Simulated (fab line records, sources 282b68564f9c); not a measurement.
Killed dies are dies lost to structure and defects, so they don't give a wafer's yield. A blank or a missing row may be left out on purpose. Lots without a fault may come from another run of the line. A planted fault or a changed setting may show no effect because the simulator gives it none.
Which tool did it? | flow rit_cmos | 14 lots, 42 wafers sampled, at 5 steps of a route of 202

WHAT THE GAUGES READ, wafer by wafer
RIT_ACTIVE_BOW_MEAS_00. Usual: INCOMING_BOW 1 um, standard deviation 6.1.
lot  | measured    | on            | INCOMING_BOW (um) | flag
L247 | day 1 15:00 | film_metro-02 | 8 -2 -17          |
L249 | day 2 01:00 | film_metro-02 | -3 -4 6           |
L250 | day 2 06:00 | film_metro-04 | -1 0 10           |
L251 | day 2 11:00 | film_metro-02 | -3 -12 3          |
L252 | day 2 16:00 | film_metro-01 | -4 -3 6           |
L253 | day 2 21:00 | film_metro-02 | -6 4 -7           |
L254 | day 3 02:01 | film_metro-01 | -4 13 4           |
L256 | day 3 12:01 | film_metro-04 | 5 10 -1           |
L257 | day 3 17:01 | film_metro-04 | -7 4 -1           |
L261 | day 4 13:00 | film_metro-04 | 5 10 2            |
L266 | day 5 14:00 | film_metro-04 | -6 -6 -1          |
L267 | day 5 19:02 | film_metro-02 | 3 10 0            |
L268 | day 6 00:00 | film_metro-04 | -4 6 -4           |
L269 | day 6 05:00 | film_metro-01 | -6 -5 4           |

RIT_PRETRO_OVL_MEAS_06. Usual: PRETRO_OVL 0.6 nm, standard deviation 1.2.
lot  | measured    | on         | PRETRO_OVL (nm) | flag
L247 | day 2 13:54 | overlay-02 | 1.0 0.6 -0.3    |
L249 | day 3 02:26 | overlay-02 | -1.2 -2.1 -1.9  |
L250 | day 3 03:55 | overlay-02 | 0.5 0.6 0.0     |
L251 | day 3 10:15 | overlay-02 | 1.4 -0.4 -0.3   |
L252 | day 3 16:57 | overlay-01 | 0.4 1.0 -0.4    |
L253 | day 3 23:37 | overlay-02 | 1.2 0.7 2.0     |
L254 | day 4 04:14 | overlay-02 | 0.5 -0.3 -0.6   |
L256 | day 4 12:08 | overlay-02 | -0.7 -1.9 0.3   |
L257 | day 4 17:52 | overlay-01 | 1.4 0.9 1.4     |
L261 | day 5 14:29 | overlay-01 | 1.4 0.9 -0.2    |
L266 | day 6 12:18 | overlay-01 | 1.0 1.6 1.6     |
L267 | day 6 17:44 | overlay-02 | -0.8 -0.1 -0.5  |
L268 | day 6 22:56 | overlay-02 | 1.3 0.8 1.6     |
L269 | day 7 06:28 | overlay-02 | -1.0 -0.6 -0.3  |

RIT_GATE_OVL_MEAS_17. Usual: GATE_OVL 1.0 nm, standard deviation 1.4.
lot  | measured    | on         | GATE_OVL (nm)  | flag
L247 | day 2 22:28 | overlay-01 | 0.6 -0.5 0.6   |
L249 | day 3 07:46 | overlay-02 | 2.4 1.4 0.9    |
L250 | day 3 11:51 | overlay-02 | 2.5 1.7 0.7    |
L251 | day 3 18:22 | overlay-02 | 0.6 0.3 0.6    |
L252 | day 3 23:22 | overlay-01 | 2.2 1.8 0.5    |
L253 | day 4 11:36 | overlay-02 | 0.1 1.7 0.8    |
L254 | day 4 12:15 | overlay-01 | 1.3 0.4 1.7    |
L256 | day 4 20:41 | overlay-01 | 3.4 2.5 2.8    |
L257 | day 5 03:07 | overlay-01 | 2.6 2.8 1.8    |
L261 | day 5 22:07 | overlay-02 | 0.8 0.3 0.4    |
L266 | day 6 21:58 | overlay-02 | 1.4 0.0 2.1    |
L267 | day 6 23:14 | overlay-01 | 2.4 1.7 -1.1   |
L268 | day 7 08:01 | overlay-02 | 0.5 -0.4 -0.3  |
L269 | day 7 12:13 | overlay-02 | -1.6 -0.2 -0.1 |

RIT_M1_CD_MEAS_09: target cd 2600 nm. Usual: cd_nm 2599.4 nm, standard deviation 2.2.
lot  | measured    | on        | cd_nm (nm)           | flag
L247 | day 3 18:23 | cd_sem-02 | 2601.2 2598.8 2600.0 |
L249 | day 4 04:02 | cd_sem-01 | 2599.0 2597.8 2598.9 |
L250 | day 4 06:28 | cd_sem-01 | 2600.7 2598.3 2600.2 |
L251 | day 4 11:53 | cd_sem-02 | 2598.4 2597.5 2601.3 |
L252 | day 4 18:23 | cd_sem-02 | 2598.4 2599.5 2596.7 |
L253 | day 5 04:50 | cd_sem-02 | 2598.0 2600.7 2600.1 |
L254 | day 5 07:36 | cd_sem-02 | 2601.3 2602.5 2601.2 |
L256 | day 5 14:45 | cd_sem-02 | - - -                | OFF
L257 | day 5 20:49 | cd_sem-02 | - - -                | OFF
L261 | day 6 15:39 | cd_sem-01 | 2603.5 2601.4 2602.3 |
L266 | day 7 16:49 | cd_sem-02 | 2594.6 2597.5 2597.7 |
L267 | day 7 19:11 | cd_sem-02 | 2598.0 2596.9 2600.0 |
L268 | day 8 01:47 | cd_sem-02 | 2599.7 2599.1 2597.7 |
L269 | day 8 06:12 | cd_sem-02 | 2602.4 2601.6 2600.3 |

WHICH TOOL RAN EACH LOT (tool, then ch and the chambers of the sampled wafers, then the start)
lot  | RIT_M1_COAT_04
L247 | litho_track-02 ch 0, day 3 17:31
L249 | litho_track-03 ch 0, day 4 03:11
L250 | litho_track-02 ch 0, day 4 05:37
L251 | litho_track-03 ch 0, day 4 11:01
L252 | litho_track-04 ch 0, day 4 17:25
L253 | litho_track-04 ch 0, day 5 03:56
L254 | litho_track-02 ch 0, day 5 06:52
L256 | litho_track-02, day 5 14:01
L257 | litho_track-02, day 5 19:58
L261 | litho_track-04 ch 0, day 6 14:48
L266 | litho_track-04 ch 0, day 7 16:05
L267 | litho_track-02 ch 0, day 7 18:28
L268 | litho_track-04 ch 0, day 8 01:04
L269 | litho_track-02 ch 0, day 8 05:28
- RIT_M1_COAT_04: resist thk 1300 nm.

WHAT THE TOOLS THEMSELVES READ (means of the sampled wafers that have a number; where no wafer has one, the mark that the record gives instead)
RIT_M1_COAT_04. Usual: chill_plate_temp_C 23.01 C, standard deviation 0.12; dispense_pressure_kPa 49.7 kPa, standard deviation 0.6.
lot  | tool           | chill_plate_temp_C (C) | dispense_pressure_kPa (kPa) | flag
L247 | litho_track-02 | 23.10                  | 50.1                        |
L249 | litho_track-03 | 22.93                  | 48.5                        |
L250 | litho_track-02 | 22.92                  | 50.1                        |
L251 | litho_track-03 | 23.00                  | 48.5                        |
L252 | litho_track-04 | 22.94                  | 49.4                        |
L253 | litho_track-04 | 23.10                  | 49.4                        |
L254 | litho_track-02 | 23.01                  | 50.1                        |
L256 | litho_track-02 | -                      | -                           | OFF
L257 | litho_track-02 | -                      | -                           | OFF
L261 | litho_track-04 | 23.06                  | 49.4                        |
L266 | litho_track-04 | 22.96                  | 49.4                        |
L267 | litho_track-02 | 23.05                  | 50.1                        |
L268 | litho_track-04 | 22.94                  | 49.4                        |
L269 | litho_track-02 | 22.98                  | 50.1                        |

THE ANSWER, worked out from the rows above alone
Rule: a lot is off if the mean of its wafers that have a number lies more than 3 standard deviations from the usual mean. A lot without any number at a reading at which 4 lots or more have one is off too. The other lots that the step has rows for count as sound. The gauges are gone through in route order, then the tools' own readings, and for those a lot's mean is taken as printed above. The first step at which some lot is off is used, and at that step the reading that is off furthest; a lot without a number counts as furthest.
Off: L256, L257, at RIT_M1_CD_MEAS_09 (cd_nm). Without a number there: L256, L257.
A tool fits if, at a process step before that reading, it ran every lot that is off, and no sound lot after the first of them. The gauges at RIT_M1_CD_MEAS_09 aren't tried: what is off there is off at RIT_M1_COAT_04 too, on other tools, and a gauge's error can't cause that. None of those tried fits.

WHAT THE SIMULATOR HAD PUT IN
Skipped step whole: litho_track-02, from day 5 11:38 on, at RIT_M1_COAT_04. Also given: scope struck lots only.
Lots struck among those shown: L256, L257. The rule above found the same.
